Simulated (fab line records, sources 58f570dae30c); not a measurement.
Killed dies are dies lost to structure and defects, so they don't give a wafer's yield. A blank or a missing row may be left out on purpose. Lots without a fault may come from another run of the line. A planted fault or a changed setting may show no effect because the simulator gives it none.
Problem report in the 8D (eight disciplines) form, filled by code | flow berkeley_cmos170 | the parts of the form that need people (team, actions taken, sign-off) are left out

1. THE PROBLEM
PLDD_RS at UCB170_SDANNEAL_RS_MEAS_04 reads a mean of 967.1 ohm/sq on 9 wafers of 3 lots; wafers without a fault read 1021.5 ohm/sq with a standard deviation of 3. That is -18 standard deviations from the usual mean.
The step: measures by four-point-probe.
First seen on wafer L319.1, day 9 13:05, on film_metro-01. The record holds 45 wafers of 15 lots with a number at this step. Rule for "out", or "out of limits": more than 4 standard deviations from the usual mean. The other wafers with a number count as sound.

2. WHAT IT IS AND WHAT IT IS NOT
question                    | is                                          | is not
which readings at this step | PLDD_RS                                     | -
which lots                  | L318, L319, L320                            | L306, L307, L308, L310, L313, L323, L324, L325, L326, L327, L328, L329
which wafers of those lots  | all that have a number                      | -
read on which gauges        | film_metro-01, film_metro-02, film_metro-04 | -
when                        | from day 9 13:05                            | up to then (15 sound wafers); but 21 sound wafers of L323, L324, L325, L326, L327, L328, L329 came after

3. SUSPECTS, AND WHAT RULES EACH OUT
Counting: a tool at a process step up to the reading stays a suspect if it ran every lot that is out and no sound lot after the first of them.
- the gauge at UCB170_SDANNEAL_RS_MEAS_04: ruled out. The wafers that are out were read on 3 gauges (film_metro-01, film_metro-02, film_metro-04).
- furnace-01 at UCB170_SPACER_ANNEAL_02 (time 1800 s): kept. It ran every lot that is out, first L318 (day 9 04:34), and no sound lot after that; its last sound lot up to then is L313 (day 8 00:20).
Left after counting: furnace-01 at UCB170_SPACER_ANNEAL_02.

4. THE CAUSE (what the simulator had put in)
Process parameter drift: furnace-01, from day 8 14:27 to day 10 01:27, at UCB170_SPACER_ANNEAL_02. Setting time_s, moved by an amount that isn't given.
Counting left only this tool.

5. THE CHAIN OF EFFECTS, in route order
Each row: a reading whose mean over the struck wafers that have a number lies more than 3 standard deviations from the usual. Only readings for which the record gives a usual standard deviation are gone through. hours: the time from each lot's start at the first step in this table that gives one to its start at this step, as a median over the lots. sigmas: the change in usual standard deviations.
hours | step                       | reading | usual         | on struck wafers | change | sigmas
0     | UCB170_SDANNEAL_RS_MEAS_04 | PLDD_RS | 1021.5 ohm/sq | 967.1            | -54.4  | -18
0     | UCB170_SDANNEAL_RS_MEAS_05 | NLDD_RS | 615.2 ohm/sq  | 609.1            | -6.1   | -3.4

6. WHAT WOULD HAVE CAUGHT IT SOONER
In this record the first reading out of limits at a measuring or inspecting step was taken at day 9 13:05, 23 hours after the fault began at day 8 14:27.
All the lots that are out (3) had begun UCB170_SPACER_ANNEAL_02 on furnace-01 by day 9 13:05. A hold on the tool at that time would have spared none of them.
